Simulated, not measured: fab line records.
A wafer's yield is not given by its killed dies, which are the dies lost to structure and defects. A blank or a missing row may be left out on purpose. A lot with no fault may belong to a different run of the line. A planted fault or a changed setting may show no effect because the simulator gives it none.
Which tool is to blame? -- flow berkeley_cmos170 -- Sampling: 7 lots, 21 wafers, 2 of 331 route steps

== WHAT EACH GAUGE READ, for each wafer ==
UCB170_PLDD_TW_MEAS_11.
lot,measured,on,PLDD_TW
L548,day 7 14:22,film_metro-01,1001 992 996
L550,day 7 19:20,film_metro-03,996 994 998
L552,day 8 16:04,film_metro-01,997 1005 995
L560,day 10 08:49,film_metro-01,1045 1042 1040
L562,day 10 09:11,film_metro-01,1050 1044 1042
L566,day 11 05:54,film_metro-02,1012 1013 1012
L569,day 12 06:26,film_metro-03,999 997 990

== WHAT TOOL EACH LOT RAN ON (gives the tool, then ch and the chambers of the sampled wafers, and finally the start) ==
lot,UCB170_PLDD_IMPLANT_08
L548,"implanter-01 ch 0, day 7 13:58"
L550,"implanter-02 ch 0, day 7 18:56"
L552,"implanter-02 ch 0, day 8 15:40"
L560,"implanter-01 ch 0, day 10 08:25"
L562,"implanter-01 ch 0, day 10 08:49"
L566,"implanter-04 ch 0, day 11 05:31"
L569,"implanter-04 ch 0, day 12 06:02"
- UCB170_PLDD_IMPLANT_08

== THE ANSWER, worked out from the rows above alone ==
Rule: what is usual is taken from the lots themselves. The widest of any qualifying gaps counts: lots, ordered by their means at a reading, are off when they make up no more than a third of the lots, leave a main group of 4 or more, and stand apart from it by 3 or more times the standard deviation of that group's means. Not used: any main group whose means are identical at the precision the tables above print for the reading. Also off: a lot with no number at a reading for which 4 or more lots have one. All remaining lots with rows at the step are treated as sound.
Off: L560, L562, seen at UCB170_PLDD_TW_MEAS_11 (PLDD_TW). Main group: mean 1000, sd 6.4.
If a tool, at a process step before that reading, ran all the lots that are off and no sound lot after the first of them, it fits. Those tools and the gauges at UCB170_PLDD_TW_MEAS_11 are tried in the same way. Undecided on this evidence; 2 tools fit (implanter-01 at UCB170_PLDD_IMPLANT_08, film_metro-01 at UCB170_PLDD_TW_MEAS_11).

== WHAT THE SIMULATOR HAD PUT IN ==
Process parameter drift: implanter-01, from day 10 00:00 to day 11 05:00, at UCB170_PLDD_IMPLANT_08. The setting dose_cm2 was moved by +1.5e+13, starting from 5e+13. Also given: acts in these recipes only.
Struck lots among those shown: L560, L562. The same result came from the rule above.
